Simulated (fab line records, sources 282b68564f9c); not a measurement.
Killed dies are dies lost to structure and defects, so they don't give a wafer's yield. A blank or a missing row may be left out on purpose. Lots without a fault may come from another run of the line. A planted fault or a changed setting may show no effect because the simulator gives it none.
fab line records | flow rit_cmos
record lots=14 wafers=42 last_day=7
route steps=202 shown NRETRO@62 GATE@96 PLDD@119 NSD@140 M1@202
lots that met no fault: from a run of the same line without faults
start_h: hours from the record's first day to the start of the lot's first wafer shown | wait_h: hours since the lot's step before | " the same as in the row above | L1.1+2: a row that stands for several wafers | - no value, or no start given | * or withheld: withheld | < > ~ a bound
route shown NAME@n: a module of which the file shows steps, and the number in the route of the first | usual: mean/standard deviation of fault-free wafers | same: alike in all rows | chamber/n: place in a boat | sites: the reading at each site | _std_site: their standard deviation | _edge_site: outer sites' mean less inner sites' | radius_mm: how far each site lies from the wafer's centre | mask NAME#n: copy n | behind: the tool/chamber that last shaped the wafer | hold: why the lot was held/for how many hours/how that ended | device: the transistor (n, p or np) that didn't switch | end of line: the same wafers' tests at the end of the route | a step without rows: its recipe alone | killed: dies lost to structure and defects at the first sort, not the wafer's yield | map: a wafer's dies, x killed, . not, _ none there
set.NAME: the setting as run; set.NAME@STEP: as run at that earlier step | model.NAME: the simulator's own value behind a step, which no gauge read
steps of the route over a sample of lots; a table a step, a row a wafer
services: from which hour (start_h, from the record's first day; less than 0 if before it) a tool's chamber was out of use, for how many hours, and why
## steps
# step RIT_NRETRO_STRIP_09
# recipe chemistry=O2 time_s=180 resist=NOVOLAK platen_temp_c=withheld power_w=500 pressure_mtorr=4000 o2_flow_sccm=4000
# usual chamber_pressure_mTorr=4000/3.3 drypump_motor_current_A=5.8/0.71 rf_refl_power_W=6.4/2
# columns lot.wafer tool chamber start_h wait_h chamber_pressure_mTorr drypump_motor_current_A rf_hours_counter_h rf_refl_power_W
L324.2 plasma_asher-01 1 30.26 0.1 4003 6.0 38 3.8
L324.4 " 1 " " 4004 6.0 - 3.6
L324.6 " 1 " " 3999 6.0 - 3.6
L325.3 plasma_asher-04 1 36.34 0.1 3998 5.2 - 9.5
L325.4 " 0 " " 3997 6.0 - 5.8
L325.5 " 0 " " 4001 6.0 - 5.9
L326.2 plasma_asher-02 0 44.17 0.1 3999 4.6 40 6.7
L326.3 " 0 " " 4001 4.6 - 6.7
L326.4 " 1 " " 3996 6.4 - 4.8
L328.1 plasma_asher-02 0 52.50 0.1 3999 4.6 41 6.5
L328.3 " 0 " " 3999 4.6 - 6.6
L328.5 " 0 " " 3997 4.6 - 6.7
L330.2 plasma_asher-01 1 62.14 0.1 3991 6.1 41 3.8
L330.3 " 1 " " 3994 6.1 - 3.9
L330.4 " 0 " " 3994 6.6 - 8.5
L331.3 plasma_asher-02 1 66.42 0.1 4000 6.4 - 4.5
L331.5 " 0 " " 4001 4.6 - 6.4
L331.6 " 1 " " 3999 6.4 - 4.6
L335.1 plasma_asher-02 0 86.52 0.1 3997 4.6 44 6.8
L335.2 " 1 " " 4001 6.4 44 4.5
L335.6 " 1 " " 4002 6.4 - 4.5
L339.2 plasma_asher-01 1 106.98 0.1 4002 6.0 46 3.5
L339.4 " 1 " " 3999 6.0 - 3.5
L339.5 " 0 " " 4000 6.6 - 8.7
L340.1 plasma_asher-01 1 111.94 0.1 3998 6.1 47 3.8
L340.2 " 0 " " 4002 6.6 47 8.8
L340.4 " 1 " " 4003 6.1 - 3.5
L341.1 plasma_asher-01 1 118.85 0.1 4004 6.0 48 3.6
L341.3 " 0 " " 3999 6.6 - 8.5
L341.4 " 1 " " 4006 6.1 - 3.7
L342.1 plasma_asher-04 0 123.88 0.1 4002 6.0 50 6.0
L342.4 " 0 " " 4000 5.9 - 6.0
L342.5 " 0 " " 3996 5.9 - 6.0
L343.1 plasma_asher-04 1 126.69 0.1 4000 5.2 50 9.4
L343.4 " 1 " " 4000 5.2 - 9.5
L343.5 " 1 " " 3990 5.2 - 9.6
L344.3 plasma_asher-02 0 131.25 0.1 3999 4.6 - 6.6
L344.4 " 1 " " 4003 6.4 - 4.7
L344.6 " 1 " " 4000 6.4 - 4.6
L345.1 plasma_asher-04 0 136.68 0.1 4003 5.9 51 6.1
L345.5 " 0 " " 3999 5.9 - 6.0
L345.6 " 1 " " 4002 5.2 - 9.2
# step RIT_GATE_STRIP_20
# recipe chemistry=O2 time_s=180 resist=NOVOLAK platen_temp_c=withheld power_w=500 pressure_mtorr=4000 o2_flow_sccm=4000
# usual chamber_pressure_mTorr=4000/3.7 drypump_motor_current_A=5.7/0.52 rf_refl_power_W=6.3/2.1
# columns lot.wafer tool chamber start_h wait_h chamber_pressure_mTorr drypump_motor_current_A rf_hours_counter_h rf_refl_power_W
L324.2 plasma_asher-03 1 39.15 0.1 4002 5.1 23 6.6
L324.4 " 1 " " 3998 5.0 - 6.5
L324.6 " 1 " " 3993 5.1 - 6.6
L325.3 plasma_asher-04 1 43.21 0.1 3997 5.2 - 9.6
L325.4 " 0 " " 4000 5.9 - 6.0
L325.5 " 1 " " 3999 5.2 - 9.0
L326.2 plasma_asher-04 0 50.95 0.1 4003 6.0 42 5.9
L326.3 " 1 " " 4001 5.2 - 9.8
L326.4 " 0 " " 3996 6.0 - 5.8
L328.1 plasma_asher-04 1 59.23 0.1 4002 5.2 43 9.4
L328.3 " 0 " " 4001 6.0 - 5.9
L328.5 " 1 " " 4003 5.2 - 9.3
L330.2 plasma_asher-04 0 69.37 0.1 4003 5.9 44 5.8
L330.3 " 1 " " 3997 5.2 - 9.4
L330.4 " 0 " " 3996 5.9 - 5.9
L331.3 plasma_asher-03 0 73.17 0.1 4002 6.2 - 3.7
L331.5 " 1 " " 4000 5.1 - 6.7
L331.6 " 0 " " 3991 6.1 - 3.4
L335.1 plasma_asher-04 1 96.85 0.1 3996 5.2 47 9.9
L335.2 " 0 " " 3988 5.9 47 6.0
L335.6 " 1 " " 4000 5.2 - 9.4
L339.2 plasma_asher-04 0 115.10 0.1 3994 5.9 48 5.9
L339.4 " 1 " " 3995 5.2 - 9.1
L339.5 " 1 " " 3999 5.2 - 9.5
L340.1 plasma_asher-04 1 118.70 0.1 4008 5.2 49 9.5
L340.2 " 0 " " 3997 5.9 49 6.0
L340.4 " 0 " " 4001 5.9 - 6.0
L341.1 plasma_asher-04 0 128.54 0.1 3995 5.9 50 5.7
L341.3 " 1 " " 4004 5.2 - 9.4
L341.4 " 0 " " 4004 6.0 - 6.1
L342.1 plasma_asher-04 1 130.66 0.1 4000 5.2 50 8.9
L342.4 " 0 " " 3999 5.9 - 6.0
L342.5 " 1 " " 4001 5.2 - 9.2
L343.1 plasma_asher-03 1 133.65 0.1 3994 5.1 33 6.6
L343.4 " 0 " " 3999 6.1 - 3.7
L343.5 " 1 " " 3999 5.1 - 6.6
L344.3 plasma_asher-03 1 139.53 0.1 4000 5.1 - 6.6
L344.4 " 0 " " 4001 6.2 - 3.6
L344.6 " 0 " " 3999 6.2 - 3.6
L345.1 plasma_asher-04 0 146.08 0.1 3998 5.9 52 6.0
L345.5 " 1 " " 3999 5.2 - 9.6
L345.6 " 0 " " 4000 5.9 - 6.0
# step RIT_PLDD_DEVELOP_05
# recipe resist=NOVOLAK develop_time_s=50 dev_temp_c=23
# columns lot.wafer tool chamber start_h wait_h
L324.2+4+6 litho_track-01 0 45 -
L325.3+4+5 litho_track-02 0 49 -
L326.2+3+4 litho_track-04 0 57 -
L328.1+3+5 litho_track-02 0 65 -
L330.2+3+4 litho_track-04 0 74 -
L331.3+5+6 litho_track-02 0 79 -
L335.1+2+6 litho_track-01 0 102 -
L339.2+4+5 litho_track-01 0 120 -
L340.1+2+4 litho_track-04 0 124 -
L341.1+3+4 litho_track-02 0 134 -
L342.1+4+5 litho_track-02 0 137 -
L343.1+4+5 litho_track-04 0 140 -
L344.3+4+6 litho_track-02 0 145 -
L345.1+5+6 litho_track-04 0 153 -
# step RIT_PLDD_TW_MEAS_10
# usual PLDD_TW=2346/19
# columns lot.wafer tool chamber start_h wait_h PLDD_TW
L324.2 film_metro-03 - 45.67 0.1 2318
L324.4 " - " " 2321
L324.6 " - " " 2311
L325.3 film_metro-02 - 50.01 0.1 2342
L325.4 " - " " 2351
L325.5 " - " " 2340
L326.2 film_metro-02 - 58.49 0.1 2335
L326.3 " - " " 2340
L326.4 " - " " 2345
L328.1 film_metro-01 - 65.90 0.1 2357
L328.3 " - " " 2361
L328.5 " - " " 2354
L330.2 film_metro-02 - 75.56 0.1 2371
L330.3 " - " " 2365
L330.4 " - " " 2355
L331.3 film_metro-02 - 80.24 0.1 2364
L331.5 " - " " 2357
L331.6 " - " " 2366
L335.1 film_metro-01 - 103.19 0.1 30
L335.2 " - " " 30
L335.6 " - " " 30
L339.2 film_metro-02 - 121.18 0.1 30
L339.4 " - " " 30
L339.5 " - " " 30
L340.1 film_metro-01 - 124.90 0.1 2362
L340.2 " - " " 2351
L340.4 " - " " 2359
L341.1 film_metro-03 - 135.16 0.1 2313
L341.3 " - " " 2312
L341.4 " - " " 2325
L342.1 film_metro-03 - 138.10 0.1 2333
L342.4 " - " " 2314
L342.5 " - " " 2297
L343.1 film_metro-01 - 140.71 0.1 2355
L343.4 " - " " 2356
L343.5 " - " " 2366
L344.3 film_metro-02 - 146.49 0.1 2369
L344.4 " - " " 2356
L344.6 " - " " 2352
L345.1 film_metro-03 - 153.72 0.1 2318
L345.5 " - " " 2308
L345.6 " - " " 2325
# step RIT_NSD_STRIP_09
# recipe chemistry=O2 time_s=180 resist=NOVOLAK platen_temp_c=withheld power_w=500 pressure_mtorr=4000 o2_flow_sccm=4000
# usual chamber_pressure_mTorr=4000/3.8 drypump_motor_current_A=5.6/0.6 rf_refl_power_W=6.4/1.9
# columns lot.wafer tool chamber start_h wait_h chamber_pressure_mTorr drypump_motor_current_A rf_hours_counter_h rf_refl_power_W
L324.2 plasma_asher-04 0 49.52 0.1 3996 5.9 42 5.8
L324.4 " 0 " " 4005 5.9 - 5.8
L324.6 " 0 " " 4006 5.9 - 6.0
L325.3 plasma_asher-02 1 53.93 0.1 3999 6.4 - 4.5
L325.4 " 0 " " 3997 4.6 - 7.0
L325.5 " 0 " " 3997 4.6 - 7.0
L326.2 plasma_asher-03 0 62.29 0.1 4004 6.1 26 3.5
L326.3 " 1 " " 4001 5.1 - 6.6
L326.4 " 0 " " 4000 6.1 - 3.5
L328.1 plasma_asher-02 1 69.76 0.1 4004 6.4 43 4.5
L328.3 " 0 " " 3995 4.6 - 6.9
L328.5 " 1 " " 3998 6.4 - 4.6
L330.2 plasma_asher-04 1 79.41 0.1 4003 5.2 45 9.3
L330.3 " 0 " " 3998 5.9 - 6.0
L330.4 " 1 " " 4004 5.2 - 9.2
L331.3 plasma_asher-04 1 84.14 0.1 3997 5.2 - 9.5
L331.5 " 1 " " 3998 5.2 - 9.0
L331.6 " 0 " " 4001 6.0 - 5.9
L335.1 plasma_asher-03 1 107.08 0.1 3999 5.1 30 6.8
L335.2 " 0 " " 4007 6.1 30 3.5
L335.6 " 1 " " 4001 5.1 - 6.6
L339.2 plasma_asher-03 0 124.94 0.1 4000 6.2 32 3.8
L339.4 " 0 " " 4005 6.2 - 3.6
L339.5 " 1 " " 3998 5.1 - 6.5
L340.1 plasma_asher-02 1 128.71 0.1 4001 6.4 1 4.7
L340.2 " 0 " " 3998 4.6 1 6.7
L340.4 " 0 " " 4001 4.6 - 7.1
L341.1 plasma_asher-02 0 138.89 0.1 3996 4.6 2 6.5
L341.3 " 0 " " 3999 4.6 - 6.5
L341.4 " 1 " " 3997 6.4 - 4.7
L342.1 plasma_asher-02 0 141.86 0.1 4000 4.6 3 6.4
L342.4 " 1 " " 4006 6.4 - 4.5
L342.5 " 1 " " 3994 6.4 - 4.6
L343.1 plasma_asher-03 0 144.68 0.1 4007 6.1 34 3.5
L343.4 " 0 " " 4004 6.1 - 3.6
L343.5 " 1 " " 3996 5.1 - 6.5
L344.3 plasma_asher-04 1 150.39 0.1 4000 5.2 - 9.1
L344.4 " 0 " " 3999 6.0 - 5.8
L344.6 " 0 " " 4000 6.0 - 5.8
L345.1 plasma_asher-02 0 157.60 0.1 4000 4.6 4 6.5
L345.5 " 1 " " 3997 6.4 - 4.6
L345.6 " 0 " " 4006 4.6 - 6.9
# step RIT_M1_PROBE_99
# usual killed_at_contacts=0.1/0.23 killed_at_front_end=6/3.2 killed_dies=7/3.2 killed_on_rim=1.7/1.4 killed_open=3.4/1.8 killed_short=3.2/2.3
# same gross_dies=264 killed_at_M0_to_M3=0 killed_at_M4_up=0 killed_at_back_side=0 killed_at_other=0
# columns lot.wafer tool chamber start_h wait_h killed_at_contacts killed_at_front_end killed_dies killed_on_rim killed_open killed_short
L326.2 prober-01 - 71.85 0.1 0 5 5 1 1 4
L326.3 prober-01 - 71.90 0.2 0 3 3 0 1 2
L326.4 prober-01 - 71.95 0.2 0 5 5 1 4 1
L328.1 prober-01 - 79.11 0.1 0 13 13 5 4 9
L328.3 prober-01 - 79.21 0.2 0 7 7 2 3 4
L328.5 prober-01 - 79.31 0.2 0 6 6 2 4 2
L331.3 prober-02 - 94.05 0.2 0 7 7 2 4 3
L331.5 prober-02 - 94.15 0.2 0 5 5 2 3 2
L331.6 prober-02 - 94.20 0.2 0 5 5 2 3 2
L335.1 prober-02 - 117.14 0.1 0 264 264 70 5 4
L335.2 prober-02 - 117.19 0.1 0 264 264 70 5 4
L335.6 prober-02 - 117.39 0.2 0 264 264 70 2 6
L339.2 prober-02 - 134.43 0.1 0 264 264 70 3 2
L339.4 prober-02 - 134.53 0.2 0 264 264 70 7 2
L339.5 prober-02 - 134.58 0.2 0 264 264 70 3 6
L340.1 prober-01 - 138.23 0.1 0 5 5 2 1 4
L340.2 prober-01 - 138.28 0.1 0 11 11 3 4 7
L340.4 prober-01 - 138.38 0.2 0 10 10 3 4 6
L344.3 prober-01 - 160.05 0.2 0 6 6 4 2 4
L344.4 prober-01 - 160.10 0.2 0 3 3 1 1 2
L344.6 prober-01 - 160.20 0.2 1 6 7 1 1 6
L345.1 prober-02 - 167.27 0.1 0 7 7 0 3 4
L345.5 prober-02 - 167.47 0.2 0 10 10 1 7 3
L345.6 prober-02 - 167.52 0.2 0 4 4 2 2 2
# killed by level:class
L326.2 GATE:geometric_particle:short=4 GATE:geometric_particle:open=1
L326.3 GATE:geometric_particle:open=1 GATE:geometric_particle:short=1 REOX:geometric_particle:short=1
L326.4 FOX1:geometric_particle:open=2 FOX1:geometric_particle:short=1 FOX2:geometric_particle:open=1 SPACER:geometric_particle:open=1
L328.1 GATE:geometric_particle:short=5 GATE:geometric_particle:open=3 FOX1:geometric_particle:short=2 SILICIDE:geometric_particle:short=2 FOX1:geometric_particle:open=1
L328.3 GATE:geometric_particle:open=2 SPACER:geometric_particle:short=2 FOX1:geometric_particle:open=1 FOX1:geometric_particle:short=1 GATE:geometric_particle:short=1
L328.5 GATE:geometric_particle:short=2 SILICIDE:geometric_particle:open=2 GATE:geometric_particle:open=1 REOX:geometric_particle:open=1
L331.3 GATE:geometric_particle:open=2 FOX1:geometric_particle:open=1 FOX1:geometric_particle:short=1 SPACER:geometric_particle:open=1 GATE:geometric_particle:short=1 SPACER:geometric_particle:short=1
L331.5 GATE:geometric_particle:short=2 GATE:geometric_particle:open=1 REOX:geometric_particle:open=1 SILICIDE:geometric_particle:open=1
L331.6 FOX1:geometric_particle:open=1 FOX1:geometric_particle:short=1 GATE:geometric_particle:short=1 GATE:geometric_particle:open=1 SILICIDE:geometric_particle:open=1
L335.1 PLDD:area_develop=255 GATE:geometric_particle:short=3 GATE:geometric_particle:open=3 FOX1:geometric_particle:short=1 REOX:geometric_particle:open=1 SILICIDE:geometric_particle:open=1
L335.2 PLDD:area_develop=255 GATE:geometric_particle:short=3 FOX1:geometric_particle:open=2 GATE:geometric_particle:open=2 FOX2:geometric_particle:open=1 REOX:geometric_particle:short=1
L335.6 PLDD:area_develop=256 GATE:geometric_particle:short=3 FOX1:geometric_particle:short=1 GATE:geometric_particle:open=1 REOX:geometric_particle:short=1 SILICIDE:geometric_particle:open=1 SILICIDE:geometric_particle:short=1
L339.2 PLDD:area_develop=259 GATE:geometric_particle:open=3 FOX1:geometric_particle:short=1 SPACER:geometric_particle:short=1
L339.4 PLDD:area_develop=255 GATE:geometric_particle:open=5 FOX1:geometric_particle:short=1 FOX2:geometric_particle:open=1 GATE:geometric_particle:short=1 SPACER:geometric_particle:open=1
L339.5 PLDD:area_develop=255 GATE:geometric_particle:short=3 FOX2:geometric_particle:short=2 GATE:geometric_particle:open=2 FOX1:geometric_particle:short=1 FOX1:geometric_particle:open=1
L340.1 GATE:geometric_particle:short=2 FOX1:geometric_particle:open=1 REOX:geometric_particle:short=1 SILICIDE:geometric_particle:short=1
L340.2 GATE:geometric_particle:open=3 SILICIDE:geometric_particle:short=2 ACTIVE:geometric_particle:short=1 FOX1:geometric_particle:short=1 FOX2:geometric_particle:short=1 FOX2:geometric_particle:open=1 GATE:geometric_particle:short=1 REOX:geometric_particle:short=1
L340.4 FOX1:geometric_particle:short=2 GATE:geometric_particle:short=2 FOX2:geometric_particle:open=1 GATE:geometric_particle:open=1 REOX:geometric_particle:open=1 REOX:geometric_particle:short=1 SILICIDE:geometric_particle:open=1 SILICIDE:geometric_particle:short=1
L344.3 FOX1:geometric_particle:short=3 FOX1:geometric_particle:open=1 FOX2:geometric_particle:short=1 REOX:geometric_particle:open=1
L344.4 GATE:geometric_particle:open=1 GATE:geometric_particle:short=1 SILICIDE:geometric_particle:short=1
L344.6 GATE:geometric_particle:short=2 SILICIDE:geometric_particle:short=2 FOX1:geometric_particle:short=1 SILICIDE:geometric_particle:open=1 CONTACT:geometric_particle:short=1
L345.1 GATE:geometric_particle:short=3 GATE:geometric_particle:open=2 FOX2:geometric_particle:open=1 SILICIDE:geometric_particle:short=1
L345.5 GATE:geometric_particle:open=6 FOX1:geometric_particle:short=1 FOX1:geometric_particle:open=1 GATE:geometric_particle:short=1 SPACER:geometric_particle:short=1
L345.6 FOX1:geometric_particle:short=1 FOX2:geometric_particle:short=1 GATE:geometric_particle:open=1 SPACER:geometric_particle:open=1
## services
# columns tool chamber start_h hours kind
plasma_asher-04 - 52.09 2.0 repair
plasma_asher-04 - 81.01 2.8 pm
plasma_asher-02 - 108.75 9.0 pm
plasma_asher-02 0 108.75 9.0 vent_cycle
plasma_asher-02 1 108.75 9.0 vent_cycle
plasma_asher-03 - 111.20 2.5 repair
plasma_asher-02 0 117.75 - clean
plasma_asher-02 1 117.75 - clean
## key
first_sign step=RIT_PLDD_TW_MEAS_10 reading=PLDD_TW direction=down sigmas=99+ usual=2346 struck=30
effect step=RIT_M1_PROBE_99 reading=killed_at_front_end direction=up sigmas=81 usual=6 struck=264
more_kills_born_at RIT_PLDD_DEVELOP_05@litho_track-01=1535
met_at RIT_PLDD_DEVELOP_05
struck_lots L335,L339
tester_left_out L335,L339
not_acting_at RIT_NRETRO_STRIP_09,RIT_GATE_STRIP_20,RIT_NSD_STRIP_09
onset_between 45 102
fault kind=process_parameter_drift tool=litho_track-01 chamber=- onset_h=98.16 steps=RIT_PLDD_DEVELOP_05 channel=develop_time_s offset=* shape=step end_h=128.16 acts_in=* stated=*
# tester_left_out: of these lots the tester's yield and bins aren't shown, on N5 and GAA mostly nor the transistor test; their killed dies are dies lost to structure and defects alone, not to doping, threshold or leakage, so they don't give the yield
